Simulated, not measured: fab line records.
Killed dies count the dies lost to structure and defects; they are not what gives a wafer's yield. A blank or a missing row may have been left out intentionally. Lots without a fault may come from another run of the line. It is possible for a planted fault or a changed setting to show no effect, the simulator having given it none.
fab line records + flow berkeley-cmos170
[record]
- lots = 14
- wafers = 42
- last-day = 14
route steps=331 shown PFIELD@85 PVT@122 M1@247 M3@311
lots untouched by any fault: they come from a run of this same line in which no faults occurred
start-h: start of the lot's first displayed wafer, in hours after the record's first day + wait-h: how many hours have passed since the lot's step before this one + " identical to the entry in the row above + L1.1+2: a row that stands for several wafers + - no value, or no start given + * or withheld: withheld + < > ~ a bound
route shown NAME@n: NAME is a module with steps in the file, n the number in the route of the first one + usual: mean/standard deviation taken from wafers without a fault + same: alike in all rows + chamber/n: place in a boat + sites: per-site readings + _std_site: standard deviation across them + _edge_site: mean of outer sites minus mean of inner sites + radius-mm: how far each site lies from the wafer's centre + mask NAME#n: copy n + behind: tool/chamber where the wafer was last shaped + hold: why the lot went on hold/how many hours it stayed there/how the hold came to an end + device: the transistor (n, p or np) that didn't switch + end of line: at the end of the route, the tests of the same wafers + step lacking rows: just its recipe + killed: count of dies lost to structure and defects at first sort (not the wafer's yield) + map: per-die view of a wafer (x killed, . not killed, _ where there is no die)
set.NAME: the run value of the setting; set.NAME@STEP: its run value at that earlier step + model.NAME: the simulator's own value behind a step, which no gauge read
route steps across a sampled set of lots; one table per step, one row per wafer
services: the hour from which a tool's chamber was out of use, counted from the record's first day as start-h (under 0 if before that day), plus the number of hours and why
[[steps]]
[step UCB170_PFIELD_OVL_MEAS_06]
[usual]
- PFIELD_OVL = 0/5.6
| lot.wafer | tool       | chamber | start-h | wait-h | PFIELD_OVL[nm] |
|-----------|------------|---------|---------|--------|----------------|
| L405.3    | overlay-01 | -       | 92.07   | -      | 13             |
| L405.4    | "          | -       | "       | "      | 7              |
| L405.6    | "          | -       | "       | "      | 2              |
| L407.1    | overlay-02 | -       | 106.94  | -      | -12            |
| L407.2    | "          | -       | "       | "      | 4              |
| L407.4    | "          | -       | "       | "      | -3             |
| L408.1    | overlay-01 | -       | 106.99  | -      | 2              |
| L408.3    | "          | -       | "       | "      | 7              |
| L408.4    | "          | -       | "       | "      | -3             |
| L406.2    | overlay-02 | -       | 107.22  | -      | 1              |
| L406.3    | "          | -       | "       | "      | -1             |
| L406.5    | "          | -       | "       | "      | 5              |
| L410.3    | overlay-02 | -       | 113.23  | -      | -1             |
| L410.4    | "          | -       | "       | "      | 0              |
| L410.5    | "          | -       | "       | "      | -4             |
| L409.1    | overlay-01 | -       | 113.36  | -      | -3             |
| L409.3    | "          | -       | "       | "      | 3              |
| L409.4    | "          | -       | "       | "      | -1             |
| L415.3    | overlay-02 | -       | 143.41  | -      | -1             |
| L415.5    | "          | -       | "       | "      | 1              |
| L415.6    | "          | -       | "       | "      | 5              |
| L413.1    | overlay-01 | -       | 144.40  | -      | -4             |
| L413.4    | "          | -       | "       | "      | 7              |
| L413.5    | "          | -       | "       | "      | -4             |
| L418.1    | overlay-01 | -       | 150.15  | -      | 2              |
| L418.2    | "          | -       | "       | "      | -7             |
| L418.5    | "          | -       | "       | "      | -1             |
| L419.4    | overlay-01 | -       | 158.72  | -      | -4             |
| L419.5    | "          | -       | "       | "      | 3              |
| L419.6    | "          | -       | "       | "      | 1              |
| L420.1    | overlay-02 | -       | 169.99  | -      | -7             |
| L420.3    | "          | -       | "       | "      | -6             |
| L420.6    | "          | -       | "       | "      | 1              |
| L421.1    | overlay-02 | -       | 175.36  | -      | 5              |
| L421.3    | "          | -       | "       | "      | -3             |
| L421.6    | "          | -       | "       | "      | 5              |
| L423.2    | overlay-01 | -       | 180.23  | -      | -1             |
| L423.3    | "          | -       | "       | "      | -1             |
| L423.4    | "          | -       | "       | "      | -4             |
| L428.1    | overlay-02 | -       | 221.98  | -      | 0              |
| L428.2    | "          | -       | "       | "      | 0              |
| L428.3    | "          | -       | "       | "      | -1             |
[step UCB170_PVT_IMPLANT_07]
[recipe]
- species = P
- dose-cm2 = 2e+12
- energy-kev = 30
- tilt-deg = 7
[usual]
- dose-ions-cm2 = 2.0003e+12/2.3e+09
- faraday-current-uA = 6.36/0.13
| lot.wafer | tool         | chamber | start-h | wait-h | dose-ions-cm2 | faraday-current-uA |
|-----------|--------------|---------|---------|--------|---------------|--------------------|
| L405.3    | implanter-04 | 0       | 136.00  | 0.1    | 1.9999e+12    | 6.28               |
| L405.4    | "            | 0       | "       | "      | 2.0016e+12    | 6.32               |
| L405.6    | "            | 0       | "       | "      | 2.0064e+12    | 6.08               |
| L407.1    | implanter-03 | 0       | 145.99  | 0.0    | 2.0018e+12    | 6.19               |
| L407.2    | "            | 0       | "       | "      | 2.0009e+12    | 6.39               |
| L407.4    | "            | 0       | "       | "      | 2.0036e+12    | 6.56               |
| L408.1    | implanter-01 | 0       | 146.27  | 0.0    | 2.0034e+12    | 6.31               |
| L408.3    | "            | 0       | "       | "      | 2.0023e+12    | 6.24               |
| L408.4    | "            | 0       | "       | "      | 2.0014e+12    | 6.20               |
| L409.1    | implanter-04 | 0       | 151.36  | 0.0    | 2.0004e+12    | 6.49               |
| L409.3    | "            | 0       | "       | "      | 2.0018e+12    | 6.21               |
| L409.4    | "            | 0       | "       | "      | 2.0006e+12    | 6.50               |
| L406.2    | implanter-03 | 0       | 151.66  | 0.0    | 1.9978e+12    | 6.31               |
| L406.3    | "            | 0       | "       | "      | 2.0016e+12    | 6.13               |
| L406.5    | "            | 0       | "       | "      | 1.9991e+12    | 6.33               |
| L410.3    | implanter-01 | 0       | 152.23  | 0.1    | 2.0044e+12    | 6.28               |
| L410.4    | "            | 0       | "       | "      | 2.002e+12     | 6.43               |
| L410.5    | "            | 0       | "       | "      | 2.0033e+12    | 6.48               |
| L413.1    | implanter-01 | 0       | 185.30  | 0.0    | 2.0021e+12    | 6.41               |
| L413.4    | "            | 0       | "       | "      | 2.0009e+12    | 6.40               |
| L413.5    | "            | 0       | "       | "      | 2.0002e+12    | 6.34               |
| L415.3    | implanter-04 | 0       | 186.18  | 0.1    | 1.9989e+12    | 6.35               |
| L415.5    | "            | 0       | "       | "      | 1.9978e+12    | 6.68               |
| L415.6    | "            | 0       | "       | "      | 2.0004e+12    | 6.12               |
| L418.1    | implanter-01 | 0       | 198.37  | 0.0    | 2.0032e+12    | 6.44               |
| L418.2    | "            | 0       | "       | "      | 2.0007e+12    | 6.32               |
| L418.5    | "            | 0       | "       | "      | 2.0011e+12    | 6.48               |
| L419.4    | implanter-01 | 0       | 198.68  | 0.1    | 1.9989e+12    | 6.55               |
| L419.5    | "            | 0       | "       | "      | 1.9991e+12    | 6.37               |
| L419.6    | "            | 0       | "       | "      | 1.9991e+12    | 6.49               |
| L420.1    | implanter-04 | 0       | 211.57  | 0.0    | 1.3583e+12    | 4.28               |
| L420.3    | "            | 0       | "       | "      | 1.3584e+12    | 4.24               |
| L420.6    | "            | 0       | "       | "      | 1.3593e+12    | 4.33               |
| L421.1    | implanter-03 | 0       | 220.37  | 0.0    | 1.9971e+12    | 6.43               |
| L421.3    | "            | 0       | "       | "      | 2.0009e+12    | 6.18               |
| L421.6    | "            | 0       | "       | "      | 2.0002e+12    | 6.41               |
| L423.2    | implanter-04 | 0       | 220.38  | 0.0    | 1.3601e+12    | 4.35               |
| L423.3    | "            | 0       | "       | "      | 1.3637e+12    | 4.40               |
| L423.4    | "            | 0       | "       | "      | 1.3594e+12    | 4.28               |
| L428.1    | implanter-03 | 0       | 266.58  | 0.0    | 2.0005e+12    | 6.46               |
| L428.2    | "            | 0       | "       | "      | 2.0022e+12    | 6.20               |
| L428.3    | "            | 0       | "       | "      | 2e+12         | 6.23               |
[step UCB170_PVT_TW_MEAS_09]
[usual]
- PVT_TW = 513/4.9
| lot.wafer | tool          | chamber | start-h | wait-h | hold                     | PVT_TW |
|-----------|---------------|---------|---------|--------|--------------------------|--------|
| L405.3    | film-metro-03 | -       | 136.22  | 0.1    | -                        | 518    |
| L405.4    | "             | -       | "       | "      | -                        | 515    |
| L405.6    | "             | -       | "       | "      | -                        | 515    |
| L407.1    | film-metro-03 | -       | 146.24  | 0.1    | -                        | 517    |
| L407.2    | "             | -       | "       | "      | -                        | 515    |
| L407.4    | "             | -       | "       | "      | -                        | 513    |
| L408.1    | film-metro-02 | -       | 146.52  | 0.1    | -                        | 508    |
| L408.3    | "             | -       | "       | "      | -                        | 508    |
| L408.4    | "             | -       | "       | "      | -                        | 508    |
| L409.1    | film-metro-02 | -       | 151.61  | 0.1    | -                        | 507    |
| L409.3    | "             | -       | "       | "      | -                        | 507    |
| L409.4    | "             | -       | "       | "      | -                        | 509    |
| L406.2    | film-metro-02 | -       | 151.89  | 0.1    | -                        | 507    |
| L406.3    | "             | -       | "       | "      | -                        | 508    |
| L406.5    | "             | -       | "       | "      | -                        | 508    |
| L410.3    | film-metro-02 | -       | 152.45  | 0.1    | -                        | 509    |
| L410.4    | "             | -       | "       | "      | -                        | 508    |
| L410.5    | "             | -       | "       | "      | -                        | 511    |
| L413.1    | film-metro-02 | -       | 185.55  | 0.1    | -                        | 503    |
| L413.4    | "             | -       | "       | "      | -                        | 504    |
| L413.5    | "             | -       | "       | "      | -                        | 504    |
| L415.3    | film-metro-03 | -       | 186.40  | 0.1    | -                        | 518    |
| L415.5    | "             | -       | "       | "      | -                        | 519    |
| L415.6    | "             | -       | "       | "      | -                        | 516    |
| L418.1    | film-metro-03 | -       | 198.62  | 0.1    | -                        | 519    |
| L418.2    | "             | -       | "       | "      | -                        | 518    |
| L418.5    | "             | -       | "       | "      | -                        | 516    |
| L419.4    | film-metro-04 | -       | 198.89  | 0.1    | -                        | 517    |
| L419.5    | "             | -       | "       | "      | -                        | 518    |
| L419.6    | "             | -       | "       | "      | -                        | 516    |
| L420.1    | film-metro-02 | -       | 211.82  | 0.1    | await-dispo/0.2h/release | 448    |
| L420.3    | "             | -       | "       | "      | await-dispo/0.2h/release | 451    |
| L420.6    | "             | -       | "       | "      | await-dispo/0.2h/release | 449    |
| L420.1    | film-metro-02 | -       | 212.05  | 0.2    | -                        | 450    |
| L420.3    | "             | -       | "       | "      | -                        | 447    |
| L420.6    | "             | -       | "       | "      | -                        | 449    |
| L423.2    | film-metro-04 | -       | 220.64  | 0.1    | await-dispo/0.2h/release | 454    |
| L423.3    | "             | -       | "       | "      | await-dispo/0.2h/release | 456    |
| L423.4    | "             | -       | "       | "      | await-dispo/0.2h/release | 458    |
| L423.2    | film-metro-04 | -       | 220.95  | 0.3    | -                        | 454    |
| L423.3    | "             | -       | "       | "      | -                        | 457    |
| L423.4    | "             | -       | "       | "      | -                        | 455    |
| L421.1    | film-metro-04 | -       | 220.69  | 0.1    | -                        | 516    |
| L421.3    | "             | -       | "       | "      | -                        | 514    |
| L421.6    | "             | -       | "       | "      | -                        | 515    |
| L428.1    | film-metro-03 | -       | 266.83  | 0.1    | -                        | 518    |
| L428.2    | "             | -       | "       | "      | -                        | 517    |
| L428.3    | "             | -       | "       | "      | -                        | 520    |
[step UCB170_M1_CD_MEAS_09]
[recipe]
- target-cd-nm = 700
[usual]
- cd-nm = 700.4/1.6
| lot.wafer | tool      | chamber | start-h | wait-h | cd-nm |
|-----------|-----------|---------|---------|--------|-------|
| L405.3    | cd-sem-02 | -       | 182.29  | -      | 701.4 |
| L405.4    | "         | -       | "       | "      | 700.0 |
| L405.6    | "         | -       | "       | "      | 702.1 |
| L408.1    | cd-sem-01 | -       | 192.14  | -      | 702.2 |
| L408.3    | "         | -       | "       | "      | 702.2 |
| L408.4    | "         | -       | "       | "      | 701.2 |
| L409.1    | cd-sem-02 | -       | 194.39  | -      | 697.6 |
| L409.3    | "         | -       | "       | "      | 699.4 |
| L409.4    | "         | -       | "       | "      | 697.1 |
| L407.1    | cd-sem-01 | -       | 194.54  | -      | 701.2 |
| L407.2    | "         | -       | "       | "      | 701.2 |
| L407.4    | "         | -       | "       | "      | 700.0 |
| L406.2    | cd-sem-01 | -       | 194.84  | -      | 698.7 |
| L406.3    | "         | -       | "       | "      | 698.6 |
| L406.5    | "         | -       | "       | "      | 699.3 |
| L410.3    | cd-sem-01 | -       | 195.20  | -      | 701.6 |
| L410.4    | "         | -       | "       | "      | 700.4 |
| L410.5    | "         | -       | "       | "      | 700.1 |
| L413.1    | cd-sem-01 | -       | 228.40  | -      | 699.5 |
| L413.4    | "         | -       | "       | "      | 700.5 |
| L413.5    | "         | -       | "       | "      | 700.5 |
| L415.3    | cd-sem-01 | -       | 228.71  | -      | 701.1 |
| L415.5    | "         | -       | "       | "      | 700.7 |
| L415.6    | "         | -       | "       | "      | 700.3 |
| L418.1    | cd-sem-01 | -       | 239.01  | -      | 700.6 |
| L418.2    | "         | -       | "       | "      | 698.1 |
| L418.5    | "         | -       | "       | "      | 700.6 |
| L419.4    | cd-sem-01 | -       | 243.02  | -      | 704.1 |
| L419.5    | "         | -       | "       | "      | 702.9 |
| L419.6    | "         | -       | "       | "      | 704.2 |
| L420.1    | cd-sem-02 | -       | 256.16  | -      | 701.0 |
| L420.3    | "         | -       | "       | "      | 701.9 |
| L420.6    | "         | -       | "       | "      | 701.4 |
| L423.2    | cd-sem-01 | -       | 266.12  | -      | 700.1 |
| L423.3    | "         | -       | "       | "      | 700.7 |
| L423.4    | "         | -       | "       | "      | 700.2 |
| L421.1    | cd-sem-01 | -       | 266.43  | -      | 697.1 |
| L421.3    | "         | -       | "       | "      | 697.0 |
| L421.6    | "         | -       | "       | "      | 695.3 |
| L428.1    | cd-sem-02 | -       | 309.87  | -      | 701.5 |
| L428.2    | "         | -       | "       | "      | 702.0 |
| L428.3    | "         | -       | "       | "      | 702.6 |
[step UCB170_M3_RS_MEAS_02]
[recipe]
- thk-meas-gauge = four-point-probe
- reads = Al_of_M3_SPUTTER_01
[usual]
- M3_AL_RS = 0.0319/0.00033
| lot.wafer | tool          | chamber | start-h | wait-h | M3_AL_RS[ohm/sq] |
|-----------|---------------|---------|---------|--------|------------------|
| L405.3    | film-metro-04 | -       | 192.33  | 0.1    | 0.0325           |
| L405.4    | "             | -       | "       | "      | 0.0317           |
| L405.6    | "             | -       | "       | "      | 0.0315           |
| L408.1    | film-metro-02 | -       | 204.18  | 0.0    | 0.0322           |
| L408.3    | "             | -       | "       | "      | 0.0324           |
| L408.4    | "             | -       | "       | "      | 0.0324           |
| L409.1    | film-metro-02 | -       | 204.50  | 0.0    | 0.0318           |
| L409.3    | "             | -       | "       | "      | 0.0320           |
| L409.4    | "             | -       | "       | "      | 0.0324           |
| L407.1    | film-metro-04 | -       | 206.13  | 0.0    | 0.0320           |
| L407.2    | "             | -       | "       | "      | 0.0323           |
| L407.4    | "             | -       | "       | "      | 0.0320           |
| L406.2    | film-metro-02 | -       | 207.22  | 0.1    | 0.0322           |
| L406.3    | "             | -       | "       | "      | 0.0315           |
| L406.5    | "             | -       | "       | "      | 0.0315           |
| L410.3    | film-metro-04 | -       | 208.22  | 0.1    | 0.0318           |
| L410.4    | "             | -       | "       | "      | 0.0318           |
| L410.5    | "             | -       | "       | "      | 0.0315           |
| L413.1    | film-metro-04 | -       | 238.48  | 0.0    | 0.0315           |
| L413.4    | "             | -       | "       | "      | 0.0320           |
| L413.5    | "             | -       | "       | "      | 0.0316           |
| L415.3    | film-metro-04 | -       | 241.00  | 0.1    | 0.0319           |
| L415.5    | "             | -       | "       | "      | 0.0320           |
| L415.6    | "             | -       | "       | "      | 0.0317           |
| L418.1    | film-metro-01 | -       | 250.89  | 0.0    | 0.0323           |
| L418.2    | "             | -       | "       | "      | 0.0321           |
| L418.5    | "             | -       | "       | "      | 0.0322           |
| L419.4    | film-metro-04 | -       | 255.18  | 0.1    | 0.0317           |
| L419.5    | "             | -       | "       | "      | 0.0321           |
| L419.6    | "             | -       | "       | "      | 0.0318           |
| L420.1    | film-metro-01 | -       | 267.65  | 0.0    | 0.0316           |
| L420.3    | "             | -       | "       | "      | 0.0321           |
| L420.6    | "             | -       | "       | "      | 0.0317           |
| L423.2    | film-metro-02 | -       | 277.82  | 0.1    | 0.0320           |
| L423.3    | "             | -       | "       | "      | 0.0319           |
| L423.4    | "             | -       | "       | "      | 0.0321           |
| L421.1    | film-metro-01 | -       | 278.07  | 0.0    | 0.0319           |
| L421.3    | "             | -       | "       | "      | 0.0318           |
| L421.6    | "             | -       | "       | "      | 0.0321           |
| L428.1    | film-metro-01 | -       | 320.34  | 0.0    | 0.0315           |
| L428.2    | "             | -       | "       | "      | 0.0315           |
| L428.3    | "             | -       | "       | "      | 0.0319           |
[[services]]
| tool         | chamber | start-h | hours | kind   |
|--------------|---------|---------|-------|--------|
| implanter-03 | -       | 172.09  | 14.6  | repair |
| implanter-03 | -       | 197.11  | 13.0  | repair |
[[key]]
[first-sign]
- step = UCB170_PVT_IMPLANT_07
- reading = dose-ions-cm2
- direction = down
- sigmas = 99+
- usual = 2.0003e+12
- struck = 1.3599e+12
[effect]
- step = UCB170_PVT_IMPLANT_07
- reading = faraday-current-uA
- direction = down
- sigmas = 16
- usual = 6.36
- struck = 4.31
[effect]
- step = UCB170_PVT_TW_MEAS_09
- reading = visit
- direction = added
[effect]
- step = UCB170_PVT_TW_MEAS_09
- reading = PVT_TW
- direction = down
- sigmas = 12
- usual = 513
- struck = 453
met-at UCB170_PVT_IMPLANT_07
struck-lots L420,L423
tester-left-out L420,L423
not-acting-at UCB170_PFIELD_OVL_MEAS_06,UCB170_M1_CD_MEAS_09,UCB170_M3_RS_MEAS_02
onset-between 186.18 211.57
[fault]
- kind = process-parameter-drift
- tool = implanter-04
- chamber = -
- onset-h = 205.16
- steps = UCB170_PVT_IMPLANT_07
- channel = dose-cm2
- offset = -6.4031e+11
- shape = step
- end-h = 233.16
- acts-in = these-recipes-only
- stated = 2e+12
// tester-left-out: of these lots the tester's yield and bins aren't shown, on N5 and GAA mostly nor the transistor test; their killed dies are dies lost to structure and defects alone, not to doping, threshold or leakage, so they don't give the yield
